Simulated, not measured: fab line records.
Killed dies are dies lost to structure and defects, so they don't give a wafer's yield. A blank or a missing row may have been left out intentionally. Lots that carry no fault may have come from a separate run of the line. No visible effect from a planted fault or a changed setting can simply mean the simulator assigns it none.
A lot that was struck, set against a sound lot + flow berkeley_cmos170 + 15 steps out of a route of 331
Sound: wafers L767.1, L767.2, L767.5. The struck wafers were L772.2, L772.4, L772.5. At the end, the cause is stated.
For every step that has rows: the tool of each side, followed by ch and its chambers, followed by its first start. Under that, the readings that differ: sound wafers + struck wafers + difference of the means + sigmas: that difference in standard deviations of wafers without a fault.
alike: a reading whose means differ by less than 2 such deviations, as well as words and numbers matching on both sides. not compared: withheld readings; readings where some wafer has no value; bounds like >300 that might hide an equal value; numbers whose values overlap and for which the record gives no deviation.
A row with sigmas, a row that says differs or no value, or rows on one side alone: a step with any of these is where the two part. Numbers that have no deviation but don't overlap get no sigmas and don't part them. A reading that every wafer of one side lacks parts them only if that side has two wafers or more.

first, 6 steps without rows for these wafers: UCB170_M2_COAT_09; UCB170_M2_COAT_10 (resist thk 900 nm); UCB170_M2_SOFTBAKE_11 (time 60 s); UCB170_M2_EXPOSE_12 (exposes mask METAL2, target cd 700 nm); UCB170_M2_PEB_13; UCB170_M2_DEVELOP_14 (develop time 45 s).
UCB170_M2_CD_MEAS_15: the cd target is 700 nm.
  sound: cd_sem-02 at day 10 23:26; struck: cd_sem-02 at day 11 15:04
  alike: cd_nm
UCB170_M2_OVL_MEAS_16:
  sound: overlay-02 at day 10 23:34; struck: overlay-01 at day 11 15:10
  alike: M2_OVL
UCB170_M2_ETCH_17: etches BARC in N2/H2.
  sound on rie_diel-03 ch 0,1,3, day 10 23:36; struck on rie_diel-02 ch 0,3, day 11 15:12
| reading                     | sound             | struck            | difference | sigmas |
|-----------------------------|-------------------|-------------------|------------|--------|
| drypump_motor_current_A (A) | 6.7 6.5 5.4       | 4.8 5.7 4.8       | -1.1       | -2     |
| throttle_valve_pct (%)      | 13.47 13.26 13.32 | 13.00 13.08 13.00 | -0.32      | -2     |
  alike: chamber_pressure_mTorr, oes_product_au
UCB170_M2_METAL_ETCH_18: etches Al in Cl2/BCl3, stops on SiO2, target depth 1170 nm, time 195 s.
  sound on rie_metal-03 ch 0,1, day 10 23:38; struck on rie_metal-03 ch 1, day 11 15:14
  alike: chamber_pressure_mTorr, drypump_motor_current_A, oes_product_au, throttle_valve_pct
  not compared: rf_hours_counter_h
UCB170_M2_STRIP_19: strips in O2.
  sound on plasma_asher-04 ch 0,1, day 10 23:50; struck on plasma_asher-01 ch 0,1, day 11 15:26
  alike: chamber_pressure_mTorr, drypump_motor_current_A, o2_flow_sccm, oes_product_au
  not compared: rf_hours_counter_h
UCB170_M2_CD_MEAS_90: the cd target is 700 nm.
  sound: cd_sem-01 at day 10 23:56; struck: cd_sem-02 at day 11 15:33
  alike: cd_nm
UCB170_V2_CVD_00: deposits SiO2 from TEOS/O2, target thk 2000 nm, time 250 s.
  sound on pecvd-04 ch 0,1,2, day 11 00:03; struck on pecvd-04 ch 1,2, day 11 16:09
  alike: heater_power_w
UCB170_V2_THK_MEAS_01:
  sound: film_metro-02 at day 11 00:12; struck: film_metro-04 at day 11 16:32
| reading          | sound          | struck         | difference | sigmas |
|------------------|----------------|----------------|------------|--------|
| V2_TEOS_THK (nm) | 2000 1975 2041 | 4047 4033 3998 | +2021      | +81    |
UCB170_M3_PROBE_99:
  the record holds rows for the sound wafers here (prober-01, day 11 09:19) but none for the struck ones

== WHERE THEY PART ==
At UCB170_M2_ETCH_17 first; at UCB170_M3_PROBE_99 last (within this record only).

WHY: what the simulator had put in
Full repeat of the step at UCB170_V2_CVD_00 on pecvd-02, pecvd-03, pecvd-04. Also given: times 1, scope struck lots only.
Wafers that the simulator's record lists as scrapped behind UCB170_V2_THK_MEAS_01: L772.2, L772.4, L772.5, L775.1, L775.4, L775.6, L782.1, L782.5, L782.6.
